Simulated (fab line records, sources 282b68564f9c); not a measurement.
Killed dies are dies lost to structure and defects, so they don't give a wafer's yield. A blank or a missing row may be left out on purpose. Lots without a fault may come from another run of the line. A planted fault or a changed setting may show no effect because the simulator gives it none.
Which tool did it? | flow rit_cmos | 14 lots, 42 wafers sampled, at 2 steps of a route of 202

WHAT THE GAUGES READ, wafer by wafer
RIT_CONTACT_THK_MEAS_01. Usual: CONTACT_TEOS_THK 402 nm, standard deviation 5.1.
lot  | measured    | on            | CONTACT_TEOS_THK (nm) | flag
L428 | day 3 07:45 | film_metro-04 | 403 395 405           |
L429 | day 3 15:10 | film_metro-02 | 408 396 406           |
L430 | day 3 19:37 | film_metro-02 | 396 399 408           |
L431 | day 4 00:38 | film_metro-01 | 404 407 406           |
L432 | day 4 07:45 | film_metro-01 | 404 410 405           |
L433 | day 4 09:58 | film_metro-01 | 400 396 401           |
L435 | day 4 19:21 | film_metro-02 | 401 404 405           |
L437 | day 5 04:32 | film_metro-04 | 398 408 405           |
L438 | day 5 07:22 | film_metro-04 | 401 395 396           |
L439 | day 5 13:44 | film_metro-04 | 405 408 407           |
L440 | day 5 16:20 | film_metro-01 | 396 396 401           |
L445 | day 6 17:31 | film_metro-02 | 405 399 405           |
L448 | day 7 12:16 | film_metro-02 | 801 807 812           | OFF
L449 | day 7 14:29 | film_metro-04 | 788 806 803           | OFF

WHICH TOOL RAN EACH LOT (tool, then ch and the chambers of the sampled wafers, then the start)
lot  | RIT_CONTACT_CVD_00
L428 | pecvd-04 ch 0,1,2, day 3 07:41
L429 | pecvd-02 ch 0,1,2, day 3 15:07
L430 | pecvd-03 ch 1,2, day 3 19:34
L431 | pecvd-04 ch 0,1,2, day 4 00:35
L432 | pecvd-02 ch 0,2, day 4 07:42
L433 | pecvd-03 ch 0,2, day 4 09:55
L435 | pecvd-02 ch 0,1,2, day 4 19:17
L437 | pecvd-04 ch 0,2, day 5 04:29
L438 | pecvd-02 ch 0,1, day 5 07:18
L439 | pecvd-03 ch 0,2, day 5 13:40
L440 | pecvd-04 ch 0,1,2, day 5 16:17
L445 | pecvd-03 ch 0,1,2, day 6 17:28
L448 | pecvd-03 ch 0,2, day 7 11:59
L449 | pecvd-04 ch 0,1, day 7 14:13
- RIT_CONTACT_CVD_00: deposits SiO2 from TEOS, target thk 400 nm, time 61 s.

WHAT THE TOOLS THEMSELVES READ (means of the sampled wafers that have a number; where no wafer has one, the mark that the record gives instead)
RIT_CONTACT_CVD_00. Usual: heater_power_w 313 W, standard deviation 55.
lot  | tool     | heater_power_w (W) | flag
L428 | pecvd-04 | 314                |
L429 | pecvd-02 | 330                |
L430 | pecvd-03 | 250                |
L431 | pecvd-04 | 311                |
L432 | pecvd-02 | 375                |
L433 | pecvd-03 | 311                |
L435 | pecvd-02 | 311                |
L437 | pecvd-04 | 297                |
L438 | pecvd-02 | 313                |
L439 | pecvd-03 | 305                |
L440 | pecvd-04 | 295                |
L445 | pecvd-03 | 289                |
L448 | pecvd-03 | 344                |
L449 | pecvd-04 | 316                |

THE ANSWER, worked out from the rows above alone
Rule: a lot is off if the mean of its wafers that have a number lies more than 3 standard deviations from the usual mean. A lot without any number at a reading at which 4 lots or more have one is off too. The other lots that the step has rows for count as sound. The gauges are gone through in route order, then the tools' own readings, and for those a lot's mean is taken as printed above. The first step at which some lot is off is used, and at that step the reading that is off furthest; a lot without a number counts as furthest.
Off: L448, L449, at RIT_CONTACT_THK_MEAS_01 (CONTACT_TEOS_THK).
A tool fits if, at a process step before that reading, it ran every lot that is off, and no sound lot after the first of them. The gauges at RIT_CONTACT_THK_MEAS_01 are tried like those tools. None of those tried fits.

WHAT THE SIMULATOR HAD PUT IN
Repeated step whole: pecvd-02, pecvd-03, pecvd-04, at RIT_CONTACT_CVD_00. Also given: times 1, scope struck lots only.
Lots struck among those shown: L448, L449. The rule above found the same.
